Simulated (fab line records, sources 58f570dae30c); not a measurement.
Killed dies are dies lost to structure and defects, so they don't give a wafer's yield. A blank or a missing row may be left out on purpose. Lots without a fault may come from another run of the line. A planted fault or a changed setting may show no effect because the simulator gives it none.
Which tool did it? | flow berkeley_cmos170 | 15 lots, 45 wafers sampled, at 3 steps of a route of 331

WHAT THE GAUGES READ, wafer by wafer
UCB170_CONTACT_CD_MEAS_90: target cd 700 nm. Usual: cd_nm 699.8 nm, standard deviation 1.6.
lot  | measured     | on        | cd_nm (nm)        | flag
L116 | day 7 17:14  | cd_sem-02 | 701.7 701.6 699.7 |
L121 | day 8 15:26  | cd_sem-01 | 697.7 698.0 698.2 |
L118 | day 8 15:33  | cd_sem-02 | 699.0 700.0 699.3 |
L120 | day 8 15:48  | cd_sem-01 | 696.9 699.7 699.9 |
L123 | day 9 13:31  | cd_sem-01 | 700.9 701.5 701.6 |
L124 | day 9 13:59  | cd_sem-01 | 699.6 699.7 700.5 |
L125 | day 9 15:28  | cd_sem-02 | 698.8 697.5 699.5 |
L122 | day 9 15:58  | cd_sem-01 | 697.0 698.4 700.3 |
L127 | day 9 23:33  | cd_sem-01 | 697.5 697.1 698.0 |
L126 | day 10 00:15 | cd_sem-02 | 699.6 701.2 701.7 |
L129 | day 10 00:29 | cd_sem-01 | 699.5 697.5 698.8 |
L135 | day 12 03:16 | cd_sem-02 | 698.8 698.0 699.1 |
L139 | day 12 13:42 | cd_sem-02 | 701.1 701.9 701.9 |
L138 | day 12 13:47 | cd_sem-01 | 700.1 698.8 697.8 |
L137 | day 12 14:18 | cd_sem-02 | 700.9 702.0 702.2 |

UCB170_V1_CD_MEAS_90: target cd 700 nm. Usual: cd_nm 699.5 nm, standard deviation 1.6.
lot  | measured     | on        | cd_nm (nm)        | flag
L116 | day 8 01:07  | cd_sem-02 | 699.2 698.4 696.8 |
L121 | day 8 23:25  | cd_sem-02 | 701.3 700.2 698.5 |
L118 | day 8 23:41  | cd_sem-02 | 699.6 698.4 698.5 |
L120 | day 8 23:07  | cd_sem-01 | 701.3 701.5 701.1 |
L123 | day 9 19:45  | cd_sem-01 | 699.3 701.2 700.2 |
L124 | day 9 21:43  | cd_sem-02 | 699.0 700.0 700.9 |
L125 | day 9 21:55  | cd_sem-01 | 698.2 698.8 696.6 |
L122 | day 9 23:23  | cd_sem-02 | 698.5 701.1 699.6 |
L127 | day 10 06:52 | cd_sem-01 | 699.1 700.5 698.8 |
L126 | day 10 07:07 | cd_sem-02 | 700.4 700.9 701.7 |
L129 | day 10 07:08 | cd_sem-01 | 699.4 701.3 701.5 |
L135 | day 12 11:07 | cd_sem-01 | 699.1 697.4 699.1 |
L139 | day 12 20:23 | cd_sem-01 | 699.2 699.7 700.3 |
L138 | day 12 22:14 | cd_sem-01 | 701.8 700.6 701.2 |
L137 | day 12 22:16 | cd_sem-02 | 698.6 697.2 696.9 |

WHICH TOOL RAN EACH LOT (tool, then ch and the chambers of the sampled wafers, then the start)
lot  | UCB170_CONTACT_STRIP_19
L116 | plasma_asher-02 ch 0,1, day 7 17:08
L121 | plasma_asher-02 ch 0,1, day 8 15:20
L118 | plasma_asher-01 ch 0,1, day 8 15:26
L120 | plasma_asher-03 ch 0,1, day 8 15:42
L123 | plasma_asher-01 ch 0,1, day 9 13:25
L124 | plasma_asher-02 ch 0,1, day 9 13:52
L125 | plasma_asher-03 ch 0,1, day 9 15:21
L122 | plasma_asher-02 ch 0,1, day 9 15:52
L127 | plasma_asher-02 ch 1, day 9 23:26
L126 | plasma_asher-01 ch 0,1, day 10 00:09
L129 | plasma_asher-02 ch 0,1, day 10 00:23
L135 | plasma_asher-03 ch 0,1, day 12 03:10
L139 | plasma_asher-01 ch 0, day 12 13:32
L138 | plasma_asher-02 ch 0,1, day 12 13:41
L137 | plasma_asher-01 ch 0,1, day 12 14:12
- UCB170_CONTACT_STRIP_19: strips in O2.

WHAT THE TOOLS THEMSELVES READ (means of the sampled wafers that have a number; where no wafer has one, the mark that the record gives instead)
UCB170_CONTACT_STRIP_19. Usual: drypump_motor_current_A 5.7 A, standard deviation 0.61; o2_flow_sccm 400.1 sccm, standard deviation 1.2; oes_product_au 0.726 a.u., standard deviation 0.0048.
lot  | tool            | drypump_motor_current_A (A) | o2_flow_sccm (sccm) | oes_product_au (a.u.) | flag
L116 | plasma_asher-02 | 6.0                         | 399.6               | 0.725                 |
L121 | plasma_asher-02 | 5.4                         | 400.5               | 0.727                 |
L118 | plasma_asher-01 | 5.8                         | 400.9               | 0.724                 |
L120 | plasma_asher-03 | 5.7                         | 400.2               | 0.724                 |
L123 | plasma_asher-01 | 5.8                         | 401.0               | 0.727                 |
L124 | plasma_asher-02 | 5.4                         | 400.0               | 0.728                 |
L125 | plasma_asher-03 | 5.8                         | 401.3               | 0.728                 |
L122 | plasma_asher-02 | 5.4                         | 399.6               | 0.729                 |
L127 | plasma_asher-02 | 6.6                         | 399.8               | 0.728                 |
L126 | plasma_asher-01 | 5.8                         | 399.6               | 0.720                 |
L129 | plasma_asher-02 | 6.0                         | 399.3               | 0.730                 |
L135 | plasma_asher-03 | 5.7                         | 400.3               | 0.728                 |
L139 | plasma_asher-01 | 5.8                         | 400.5               | 0.728                 |
L138 | plasma_asher-02 | 6.0                         | 400.5               | 0.727                 |
L137 | plasma_asher-01 | 5.8                         | 399.9               | 0.723                 |

THE ANSWER, worked out from the rows above alone
Rule: a lot is off if the mean of its wafers that have a number lies more than 3 standard deviations from the usual mean. A lot without any number at a reading at which 4 lots or more have one is off too. The other lots that the step has rows for count as sound. The gauges are gone through in route order, then the tools' own readings, and for those a lot's mean is taken as printed above. The first step at which some lot is off is used, and at that step the reading that is off furthest; a lot without a number counts as furthest.
No lot is off at any reading shown: from this, nothing can be told.

WHAT THE SIMULATOR HAD PUT IN
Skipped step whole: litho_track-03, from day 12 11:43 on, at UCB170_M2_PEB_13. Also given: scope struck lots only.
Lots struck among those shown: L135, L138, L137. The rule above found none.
